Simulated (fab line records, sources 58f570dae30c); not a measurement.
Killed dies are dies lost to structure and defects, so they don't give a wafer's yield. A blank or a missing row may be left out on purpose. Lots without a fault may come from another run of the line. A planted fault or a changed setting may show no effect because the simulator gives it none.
Which tool did it? | flow berkeley_cmos170 | 7 lots, 20 wafers sampled, at 2 steps of a route of 331

WHAT THE GAUGES READ, wafer by wafer
UCB170_PFIELD_TW_MEAS_09.
lot  | measured    | on            | PFIELD_TW
L281 | day 4 22:17 | film_metro-03 | 606.4 601.5 607.8
L283 | day 4 23:14 | film_metro-03 | 602.4 604.8 605.5
L287 | day 5 15:44 | film_metro-01 | 586.3 589.0 589.0 590.2
L289 | day 6 00:41 | film_metro-03 | 591.1 590.7 591.1 591.3 588.7 591.8
L292 | day 6 23:56 | film_metro-02 | 606.9 606.8 605.1
L297 | day 7 13:32 | film_metro-03 | 599.3 601.5 602.1
L303 | day 8 20:26 | film_metro-03 | 603.3 602.8 604.5

WHICH TOOL RAN EACH LOT (tool, then ch and the chambers of the sampled wafers, then the start)
lot  | UCB170_PFIELD_IMPLANT_07
L281 | implanter-03 ch 0, day 4 22:02
L283 | implanter-01 ch 0, day 4 23:02
L287 | implanter-01 ch 0, day 5 15:31
L289 | implanter-01 ch 0, day 6 00:28
L292 | implanter-03 ch 0, day 6 23:41
L297 | implanter-03 ch 0, day 7 13:19
L303 | implanter-03 ch 0, day 8 20:13
- UCB170_PFIELD_IMPLANT_07

THE ANSWER, worked out from the rows above alone
Rule: what is usual is taken from the lots themselves. Put in order of their means at a reading, lots are off if they are a third of the lots or fewer, leave a main group of 4 or more, and stand apart from it by a gap of 3 or more times the standard deviation of the main group's means; of several such gaps the widest counts. A main group whose means are all the same, to the digits that the tables above print for the reading, isn't used. A lot without any number at a reading at which 4 lots or more have one is off too. The other lots that the step has rows for count as sound.
Off: L287, L289, at UCB170_PFIELD_TW_MEAS_09 (PFIELD_TW). The main group: mean 604.0, standard deviation 1.8.
A tool fits if, at a process step before that reading, it ran every lot that is off, and no sound lot after the first of them. The gauges at UCB170_PFIELD_TW_MEAS_09 are tried like those tools. One fits: implanter-01 at UCB170_PFIELD_IMPLANT_07. Its last sound lot is L283 (day 4 23:02), its first lot that is off L287 (day 5 15:31): a fault that began between those two fits.

WHAT THE SIMULATOR HAD PUT IN
Process parameter drift: implanter-01, from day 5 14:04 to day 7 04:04, at UCB170_PFIELD_IMPLANT_07. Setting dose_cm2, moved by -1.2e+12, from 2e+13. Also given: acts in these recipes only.
Lots struck among those shown: L287, L289. The rule above found the same.
